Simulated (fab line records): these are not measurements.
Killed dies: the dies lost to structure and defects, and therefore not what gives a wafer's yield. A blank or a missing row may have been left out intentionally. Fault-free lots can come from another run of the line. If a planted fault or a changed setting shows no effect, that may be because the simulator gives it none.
Which tool did it? -- flow berkeley-cmos170 -- 21 wafers from 7 lots sampled at 2 of the route's 331 steps

WHAT THE GAUGES SHOWED, per wafer
UCB170_M1_THK_MEAS_02: measures by xrf.
lot,measured,on,M1_AL_THK (nm)
L827,day 9 04:21,film-metro-01,595 606 591
L833,day 10 18:32,film-metro-03,594 602 604
L835,day 11 16:44,film-metro-01,595 605 597
L841,day 12 21:58,film-metro-02,592 599 601
L843,day 13 11:30,film-metro-01,599 590 596
L846,day 14 11:43,film-metro-01,598 590 586
L848,day 14 16:46,film-metro-01,592 598 594

WHAT TOOL EACH LOT RAN ON (gives the tool, then ch and the chambers of the sampled wafers, and finally the start)
lot,UCB170_CONTACT_STRIP_19
L827,"plasma-asher-04 ch 0,1, day 9 03:46"
L833,"plasma-asher-04 ch 0,1, day 10 17:19"
L835,"plasma-asher-04 ch 1, day 11 16:09"
L841,"plasma-asher-04 ch 0,1, day 12 21:23"
L843,"plasma-asher-04 ch 0,1, day 13 10:55"
L846,"plasma-asher-03 ch 0,1, day 14 11:07"
L848,"plasma-asher-03 ch 0,1, day 14 16:11"
- UCB170_CONTACT_STRIP_19: strips in O2.

THE ANSWER, worked out from the rows above alone
Rule: the usual values come from the lots themselves. Put in order of their means at a reading, lots are off if they are a third of the lots or fewer, leave a main group of 4 or more, and stand apart from it by a gap of 3 or more times the standard deviation of the main group's means; of several such gaps the widest counts. A main group whose means are all the same, to the digits that the tables above print for the reading, isn't used. A lot without any number at a reading at which 4 lots or more have one is off too. Any other lot the step has rows for is counted as sound.
No lot is off on any of the readings shown, so nothing can be concluded from this.

WHAT THE SIMULATOR HAD INSERTED
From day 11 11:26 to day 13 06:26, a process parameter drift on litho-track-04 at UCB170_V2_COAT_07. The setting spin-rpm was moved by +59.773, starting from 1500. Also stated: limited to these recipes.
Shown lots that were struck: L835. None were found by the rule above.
